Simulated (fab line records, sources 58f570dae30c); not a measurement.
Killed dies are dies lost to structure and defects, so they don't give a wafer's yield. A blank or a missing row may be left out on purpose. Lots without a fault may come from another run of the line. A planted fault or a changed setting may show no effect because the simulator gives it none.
Which tool did it? | flow berkeley_cmos170 | 13 lots, 39 wafers sampled, at 4 steps of a route of 331

WHAT THE GAUGES READ, wafer by wafer
UCB170_NLDD_CD_MEAS_06: target cd 1200 nm.
lot  | measured     | on        | cd_nm (nm)
L603 | day 7 02:26  | cd_sem-02 | 1199.5 1200.1 1198.7
L605 | day 7 19:52  | cd_sem-02 | 1199.8 1199.3 1200.3
L607 | day 8 08:56  | cd_sem-02 | 1200.9 1201.6 1199.6
L606 | day 8 09:42  | cd_sem-02 | 1198.3 1198.1 1196.6
L604 | day 8 10:20  | cd_sem-02 | 1202.5 1202.9 1201.4
L608 | day 8 14:35  | cd_sem-02 | 1200.2 1199.8 1197.9
L609 | day 8 14:59  | cd_sem-01 | 1199.4 1199.1 1200.7
L610 | day 8 15:26  | cd_sem-01 | 1200.0 1201.0 1200.3
L611 | day 9 00:01  | cd_sem-02 | 1201.0 1201.7 1201.8
L618 | day 10 13:04 | cd_sem-02 | 1201.1 1200.1 1201.4
L620 | day 11 07:35 | cd_sem-02 | 1198.7 1198.8 1199.4
L623 | day 12 13:58 | cd_sem-01 | 1199.7 1199.7 1199.4
L624 | day 12 14:23 | cd_sem-02 | 1200.6 1200.6 1201.4

UCB170_SILICIDE_THK_MEAS_03: measures by xrf.
lot  | measured     | on            | SILICIDE_TI_THK (nm)
L603 | day 7 15:44  | film_metro-01 | 30.5 30.0 30.3
L605 | day 8 11:31  | film_metro-02 | 30.4 29.9 29.8
L607 | day 8 22:55  | film_metro-01 | 29.6 30.0 29.7
L606 | day 8 23:12  | film_metro-02 | 30.0 30.6 29.9
L604 | day 8 23:23  | film_metro-01 | 31.2 31.3 31.5
L608 | day 9 02:36  | film_metro-01 | 30.7 31.0 30.9
L609 | day 9 02:58  | film_metro-03 | 29.9 30.6 30.4
L610 | day 9 03:22  | film_metro-01 | 31.4 30.9 31.1
L611 | day 9 11:41  | film_metro-02 | 30.6 30.7 29.9
L618 | day 11 06:52 | film_metro-01 | 32.6 32.7 32.6 32.6 32.7 32.6
L620 | day 12 03:34 | film_metro-01 | 32.7 33.3 33.1 32.7 33.3 33.2
L623 | day 13 10:23 | film_metro-01 | 32.8 32.4 32.6 32.7 32.4 32.5
L624 | day 13 10:24 | film_metro-03 | 30.3 29.8 29.9

WHICH TOOL RAN EACH LOT (tool, then ch and the chambers of the sampled wafers, then the start)
lot  | UCB170_GATE_ETCH_14                | UCB170_NSD_STRIP_09
L603 | rie_diel-01 ch 0, day 6 21:26      | plasma_asher-01 ch 0,1, day 7 13:38
L605 | rie_diel-01 ch 0,2,3, day 7 16:32  | plasma_asher-02 ch 0,1, day 8 08:55
L607 | rie_diel-04 ch 0,3, day 8 05:23    | plasma_asher-02 ch 0,1, day 8 19:32
L606 | rie_diel-01 ch 0,2,3, day 8 05:40  | plasma_asher-03 ch 0, day 8 19:53
L604 | rie_diel-04 ch 0,1, day 8 05:56    | plasma_asher-01 ch 0,1, day 8 19:46
L608 | rie_diel-01 ch 1,2, day 8 11:28    | plasma_asher-02 ch 0,1, day 9 00:32
L609 | rie_diel-02 ch 2,3, day 8 11:44    | plasma_asher-03 ch 0,1, day 9 00:43
L610 | rie_diel-04 ch 0,3, day 8 11:54    | plasma_asher-01 ch 0,1, day 9 01:15
L611 | rie_diel-02 ch 0,1,3, day 8 19:16  | plasma_asher-03 ch 0,1, day 9 09:35
L618 | rie_diel-04 ch 0,2,3, day 10 09:34 | plasma_asher-01 ch 0,1, day 11 04:41
L620 | rie_diel-02 ch 0,1,2, day 10 22:37 | plasma_asher-03 ch 0,1, day 11 22:14
L623 | rie_diel-04 ch 1,2,3, day 12 10:53 | plasma_asher-03 ch 0,1, day 13 04:24
L624 | rie_diel-02 ch 0,1, day 12 11:07   | plasma_asher-02 ch 0,1, day 13 04:33
- UCB170_GATE_ETCH_14: etches BARC in N2/H2.
- UCB170_NSD_STRIP_09: strips in O2.

WHAT THE TOOLS THEMSELVES READ (means of the sampled wafers that have a number; where no wafer has one, the mark that the record gives instead)
UCB170_GATE_ETCH_14.
lot  | tool        | drypump_motor_current_A (A) | n2_flow_sccm (sccm) | oes_product_au (a.u.) | throttle_valve_pct (%)
L603 | rie_diel-01 | 5.81                        | 100.2               | 1.012                 | 13.36
L605 | rie_diel-01 | 5.88                        | 100.2               | 1.009                 | 13.19
L607 | rie_diel-04 | 5.68                        | 99.8                | 0.990                 | 13.13
L606 | rie_diel-01 | 5.87                        | 100.0               | 1.007                 | 13.19
L604 | rie_diel-04 | 5.83                        | 99.9                | 0.970                 | 13.11
L608 | rie_diel-01 | 5.77                        | 100.0               | 0.971                 | 13.29
L609 | rie_diel-02 | 6.06                        | 99.9                | 0.998                 | 13.40
L610 | rie_diel-04 | 5.68                        | 99.9                | 1.008                 | 13.28
L611 | rie_diel-02 | 5.52                        | 100.3               | 0.992                 | 13.36
L618 | rie_diel-04 | 5.78                        | 100.0               | 1.018                 | 13.28
L620 | rie_diel-02 | 5.51                        | 100.0               | 0.975                 | 13.40
L623 | rie_diel-04 | 5.85                        | 100.0               | 1.013                 | 13.33
L624 | rie_diel-02 | 5.23                        | 99.8                | 0.983                 | 13.42

UCB170_NSD_STRIP_09.
lot  | tool            | drypump_motor_current_A (A) | oes_product_au (a.u.) | strip_time_to_endpoint_s (s)
L603 | plasma_asher-01 | 5.3                         | 0.534                 | 35.64
L605 | plasma_asher-02 | 6.2                         | 0.534                 | 35.63
L607 | plasma_asher-02 | 6.2                         | 0.541                 | 35.62
L606 | plasma_asher-03 | 5.0                         | 0.540                 | 35.58
L604 | plasma_asher-01 | 5.3                         | 0.539                 | 35.59
L608 | plasma_asher-02 | 6.2                         | 0.537                 | 35.58
L609 | plasma_asher-03 | 6.0                         | 0.531                 | 35.64
L610 | plasma_asher-01 | 5.3                         | 0.536                 | 35.55
L611 | plasma_asher-03 | 5.5                         | 0.536                 | 35.58
L618 | plasma_asher-01 | 5.7                         | 0.536                 | 35.54
L620 | plasma_asher-03 | 5.5                         | 0.538                 | 35.69
L623 | plasma_asher-03 | 5.5                         | 0.531                 | 35.58
L624 | plasma_asher-02 | 6.2                         | 0.535                 | 35.72

THE ANSWER, worked out from the rows above alone
Rule: what is usual is taken from the lots themselves. Put in order of their means at a reading, lots are off if they are a third of the lots or fewer, leave a main group of 4 or more, and stand apart from it by a gap of 3 or more times the standard deviation of the main group's means; of several such gaps the widest counts. A main group whose means are all the same, to the digits that the tables above print for the reading, isn't used. A lot without any number at a reading at which 4 lots or more have one is off too. The other lots that the step has rows for count as sound. The gauges are gone through in route order, then the tools' own readings, and for those a lot's mean is taken as printed above. The first step at which some lot is off is used, and at that step the reading that is off furthest; a lot without a number counts as furthest.
No lot is off at any reading shown: from this, nothing can be told.

WHAT THE SIMULATOR HAD PUT IN
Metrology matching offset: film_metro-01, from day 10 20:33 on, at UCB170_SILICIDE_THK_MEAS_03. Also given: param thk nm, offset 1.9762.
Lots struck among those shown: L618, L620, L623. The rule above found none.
